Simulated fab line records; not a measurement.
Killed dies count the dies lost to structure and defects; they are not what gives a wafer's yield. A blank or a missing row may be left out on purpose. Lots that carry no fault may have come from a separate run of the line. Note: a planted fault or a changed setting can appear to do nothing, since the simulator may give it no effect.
Matching of chambers || flow berkeley cmos170 || UCB170_V1_CMP_02 on cmp-02: 4 sister chambers
The step polishes SiO2. 16 wafers are shown with their chamber, then 8 later ones without.

WAFERS PAIRED WITH THEIR CHAMBERS
{"wafer": "L147.3", "chamber": 0, "motor current A (A)": 14.1, "retaining ring pressure frac": 1.014}
{"wafer": "L147.4", "chamber": 3, "motor current A (A)": 17.2, "retaining ring pressure frac": 0.997}
{"wafer": "L147.6", "chamber": 2, "motor current A (A)": 15.5, "retaining ring pressure frac": 1.008}
{"wafer": "L151.2", "chamber": 1, "motor current A (A)": 16.3, "retaining ring pressure frac": 1.008}
{"wafer": "L151.5", "chamber": 2, "motor current A (A)": 15.9, "retaining ring pressure frac": 0.994}
{"wafer": "L151.6", "chamber": 3, "motor current A (A)": 17.6, "retaining ring pressure frac": 1.005}
{"wafer": "L155.2", "chamber": 2, "motor current A (A)": 16.0, "retaining ring pressure frac": 1.002}
{"wafer": "L155.3", "chamber": 3, "motor current A (A)": 17.3, "retaining ring pressure frac": 0.999}
{"wafer": "L155.6", "chamber": 3, "motor current A (A)": 16.9, "retaining ring pressure frac": 1.002}
{"wafer": "L158.1", "chamber": 3, "motor current A (A)": 18.4, "retaining ring pressure frac": 1.011}
{"wafer": "L158.3", "chamber": 2, "motor current A (A)": 15.7, "retaining ring pressure frac": 1.013}
{"wafer": "L158.6", "chamber": 3, "motor current A (A)": 16.2, "retaining ring pressure frac": 0.998}
{"wafer": "L160.1", "chamber": 2, "motor current A (A)": 15.9, "retaining ring pressure frac": 0.998}
{"wafer": "L160.2", "chamber": 0, "motor current A (A)": 13.6, "retaining ring pressure frac": 1.003}
{"wafer": "L160.5", "chamber": 3, "motor current A (A)": 18.4, "retaining ring pressure frac": 1.007}
{"wafer": "L161.2", "chamber": 3, "motor current A (A)": 16.6, "retaining ring pressure frac": 1.001}

SIGNATURES (means of the wafers above)
{"reading": "motor current A", "chamber 0": 13.850, "chamber 1": 16.300, "chamber 2": 15.800, "chamber 3": 17.325, "scatter within a chamber": 0.623}
{"reading": "retaining ring pressure frac", "chamber 0": 1.00850, "chamber 1": 1.00800, "chamber 2": 1.00300, "chamber 3": 1.00250, "scatter within a chamber": 0.00617}
Rule: distance of a wafer from a chamber = root of the sum over the readings of ((wafer's reading minus chamber's mean) / reading's scatter) squared. The wafer belongs to the nearest chamber; if the next one is less than 2 further off, it can't be placed. How the scatter is found: for the shown wafers, subtract from each reading the mean of its chamber, square and add these, divide the total by (wafers less chambers), then take the root.

WAFERS WITH NO CHAMBER GIVEN
{"wafer": "L161.3", "motor current A (A)": 15.4, "retaining ring pressure frac": 1.000}
{"wafer": "L161.5", "motor current A (A)": 15.6, "retaining ring pressure frac": 0.994}
{"wafer": "L164.3", "motor current A (A)": 16.1, "retaining ring pressure frac": 0.994}
{"wafer": "L164.4", "motor current A (A)": 16.0, "retaining ring pressure frac": 1.005}
{"wafer": "L164.6", "motor current A (A)": 17.5, "retaining ring pressure frac": 1.001}
{"wafer": "L166.2", "motor current A (A)": 14.3, "retaining ring pressure frac": 0.996}
{"wafer": "L166.3", "motor current A (A)": 16.0, "retaining ring pressure frac": 1.006}
{"wafer": "L166.4", "motor current A (A)": 16.2, "retaining ring pressure frac": 1.007}

EACH ONE'S CHAMBER
{"wafer": "L161.3", "from the rows above": "can't be placed: 2 or 1", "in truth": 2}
{"wafer": "L161.5", "from the rows above": "can't be placed: 2 or 1 or 3", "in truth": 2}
{"wafer": "L164.3", "from the rows above": "can't be placed: 2 or 1 or 3", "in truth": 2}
{"wafer": "L164.4", "from the rows above": "can't be placed: 2 or 1 or 3", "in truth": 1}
{"wafer": "L164.6", "from the rows above": "can't be placed: 3 or 1", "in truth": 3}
{"wafer": "L166.2", "from the rows above": "can't be placed: 0 or 2 or 1", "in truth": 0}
{"wafer": "L166.3", "from the rows above": "can't be placed: 1 or 2 or 3", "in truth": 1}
{"wafer": "L166.4", "from the rows above": "can't be placed: 1 or 2 or 3", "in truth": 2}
Placed correctly: 0 of 8. Can't be placed from these rows: 8 (the true chamber is among the candidates in 8). Wrongly placed: 0.
